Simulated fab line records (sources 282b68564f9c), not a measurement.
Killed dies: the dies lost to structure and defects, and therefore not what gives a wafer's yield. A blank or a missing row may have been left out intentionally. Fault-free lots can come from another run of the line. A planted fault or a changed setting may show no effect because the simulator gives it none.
A struck lot beside a sound one || flow rit-cmos || 44 out of 202 route steps
Sound: the wafers L111.2, L111.4, L111.5. Wafers struck: L121.1, L121.3, L121.5. The cause is named last.
For every step that has rows: the tool of each side, followed by ch and its chambers, followed by its first start. Under that, the readings that differ: sound wafers || struck wafers || difference of the means || sigmas: that difference in standard deviations of wafers without a fault.
alike: readings with means less than 2 such deviations apart, plus words and numbers identical on both sides. not compared: withheld readings, readings lacking a value on some wafer, bounds such as >300 that could conceal the same value, and numbers that have no deviation in the record and whose values overlap.
A row with sigmas, a row that says differs or no value, or rows on one side alone: a step with any of these is where the two part. When numbers do not overlap yet have no deviation, they are printed without sigmas and do not part them. A reading that every wafer of one side lacks parts them only if that side has two wafers or more.

first, 1 step without rows for these wafers: RIT_PRETRO_IMPLANT_08.
RIT_PRETRO_STRIP_09: strips in O2, time 180 s.
  sound on plasma-asher-01 ch 0,1, day 2 22:47; struck on plasma-asher-02 ch 0,1, day 5 00:53
  alike: drypump-motor-current-A
  not compared: rf-hours-counter-h
RIT_PRETRO_TW_MEAS_10:
  sound on film-metro-01 at day 2 22:58; struck on film-metro-03 at day 5 01:04
  alike: PRETRO_TW
then, 5 steps without rows for these wafers: RIT_GATE_WET_ETCH_00 (etches SiO2 in BOE, target depth 56 nm, time 60 s); RIT_GATE_CLEAN_01 (cleans in SC1, time 600 s); RIT_GATE_CLEAN_02 (cleans in dHF, time 30 s); RIT_GATE_CLEAN_03 (cleans in SC2, time 600 s); RIT_GATE_CLEAN_04 (cleans in dHF, time 60 s).
RIT_FOX2_THK_MEAS_91:
  sound on film-metro-04 at day 2 23:26; struck on film-metro-04 at day 5 01:35
  alike: FIELD_OXIDE_LEFT_2_THK
then, 2 steps without rows for these wafers: RIT_GATE_OXIDATION_05 (target thk 3 nm, ox time 270 s); RIT_GATE_ANNEAL_06 (time 600 s).
RIT_GATE_THK_MEAS_07:
  sound on film-metro-04 at day 3 00:49; struck on film-metro-04 at day 5 02:58
  alike: GATE_OXIDE_THK
RIT_GATE_CVD_08: deposits poly-Si from SiH4, target thk 250 nm, time 2220 s.
  sound on lpcvd-02 ch 0, day 3 00:52; struck on lpcvd-02 ch 0, day 5 03:01
{"reading": "model.poly-Si_of_GATE_CVD_08.thk-nm (nm)", "sound": "255.1 254.4 254.3", "struck": "263 262.4 263.1", "difference": "+8", "sigmas": ""}
  alike: spike-tc-centre-C
RIT_GATE_THK_MEAS_09:
  sound on film-metro-02 at day 3 02:30; struck on film-metro-01 at day 5 04:38
{"reading": "GATE_POLY_THK (nm)", "sound": "255.1 254.5 254.3", "struck": "263.1 262.4 263.0", "difference": "+8.2", "sigmas": "+3"}
then, 6 steps without rows for these wafers: RIT_GATE_HMDS_10 (prime time 60 s); RIT_GATE_COAT_11 (resist thk 850 nm); RIT_GATE_SOFTBAKE_12 (time 60 s); RIT_GATE_EXPOSE_13 (exposes mask M6, target cd 150 nm); RIT_GATE_PEB_14; RIT_GATE_DEVELOP_15 (develop time 48.17 s).
RIT_GATE_CD_MEAS_16: target cd 150 nm.
  sound on cd-sem-01 at day 3 03:44; struck on cd-sem-01 at day 5 05:33
  alike: cd-nm
RIT_GATE_OVL_MEAS_17:
  sound on overlay-02 at day 3 03:50; struck on overlay-02 at day 5 05:40
  alike: GATE_OVL
then, 1 step without rows for these wafers: RIT_GATE_HARDBAKE_18 (time 60 s).
RIT_GATE_ETCH_19: etches poly-Si in SF6/CHF3/O2, stops on SiO2, time 165 s, target depth 312.5 nm.
  sound on rie-si-01 ch 2,3, day 3 04:01; struck on rie-si-01 ch 1,3, day 5 05:51
{"reading": "model.GATE.feature-depth-nm (nm)", "sound": "255.1 254.4 254.3", "struck": "263 262.4 263.1", "difference": "+8", "sigmas": ""}
{"reading": "model.etch.depth-nm (nm)", "sound": "255.1 254.4 254.3", "struck": "263 262.4 263.1", "difference": "+8", "sigmas": ""}
  alike: SF6_flow_sccm, drypump-motor-current-A, oes-product-au, throttle-valve-pct
  not compared: rf-hours-counter-h
RIT_GATE_STRIP_20: strips in O2, time 180 s.
  sound on plasma-asher-03 ch 0,1, day 3 04:07; struck on plasma-asher-02 ch 0, day 5 05:58
{"reading": "drypump-motor-current-A (A)", "sound": "5.4 6.0 5.9", "struck": "5.0 5.0 5.0", "difference": -0.8, "sigmas": -2}
  not compared: rf-hours-counter-h
RIT_GATE_CD_MEAS_90: target cd 150 nm.
  sound on cd-sem-02 at day 3 04:19; struck on cd-sem-01 at day 5 06:08
  alike: cd-nm
then, 4 steps without rows for these wafers: RIT_REOX_CLEAN_00 (cleans in SC1, time 577 s); RIT_REOX_CLEAN_01 (cleans in dHF, time 30 s); RIT_REOX_CLEAN_02 (cleans in SC2, time 600 s); RIT_REOX_OXIDATION_03 (target thk 25.2 nm, ox time 5580 s).
RIT_REOX_THK_MEAS_04:
  sound on film-metro-04 at day 3 07:58; struck on film-metro-03 at day 5 09:41
  alike: REOX_OXIDE_THK
then, 6 steps without rows for these wafers: RIT_NLDD_HMDS_00 (prime time 60 s); RIT_NLDD_COAT_01 (resist thk 1000 nm); RIT_NLDD_SOFTBAKE_02 (time 60 s); RIT_NLDD_EXPOSE_03 (exposes mask M7, target cd 40700 nm); RIT_NLDD_PEB_04; RIT_NLDD_DEVELOP_05 (develop time 50 s).
RIT_NLDD_OVL_MEAS_06:
  sound on overlay-02 at day 3 09:00; struck on overlay-01 at day 5 10:40
  alike: NLDD_OVL
then, 2 steps without rows for these wafers: RIT_NLDD_HARDBAKE_07 (time 60 s); RIT_NLDD_IMPLANT_08.
RIT_NLDD_STRIP_09: strips in O2, time 180 s.
  sound on plasma-asher-03 ch 0,1, day 3 09:20; struck on plasma-asher-01 ch 0,1, day 5 11:00
  alike: drypump-motor-current-A
  not compared: rf-hours-counter-h
RIT_NLDD_TW_MEAS_10:
  sound on film-metro-01 at day 3 09:31; struck on film-metro-02 at day 5 11:11
  alike: NLDD_TW
RIT_SDANNEAL_CLEAN_02: cleans in SC2, time 600 s.
  sound on wet-bench-02 ch 2, day 3 16:59; struck on wet-bench-01 ch 3, day 5 19:14
{"reading": "model.poly-Si_of_GATE_CVD_08.thk-nm (nm)", "sound": "168.1 167.7 167.5", "struck": "177.6 175.4 176.9", "difference": "+8.9", "sigmas": ""}
  alike: temp-c
RIT_M1_PROBE_99:
  sound on prober-01 at day 4 01:29; struck on prober-01 at day 6 03:08
{"reading": "killed_at_M0_to_M3", "sound": "1 0 0", "struck": "0 0 0", "difference": "+0", "sigmas": -2}
{"reading": "model.etest.nmos-turned.drive-ua-um", "sound": "293.5 297 301.1", "struck": "288.2 289.1 293.4", "difference": -7.0, "sigmas": ""}
{"reading": "model.etest.pmos-turned.drive-ua-um", "sound": "181.4 180 186.6", "struck": "161.2 161 166.4", "difference": -19.8, "sigmas": ""}
{"reading": "model.etest.poly-comb-over-steps.leak-log10-a-um", "sound": "-12.74 -12.82 -12.79", "struck": "-12.04 -12.35 -11.99", "difference": "+0.66", "sigmas": ""}
  alike: killed-at-contacts, killed-at-front-end, killed-dies, killed-open, killed-short

## WHERE THEY PART
At RIT_GATE_THK_MEAS_09 first; at RIT_M1_PROBE_99 last (within this record only).

WHY: what the simulator had put in
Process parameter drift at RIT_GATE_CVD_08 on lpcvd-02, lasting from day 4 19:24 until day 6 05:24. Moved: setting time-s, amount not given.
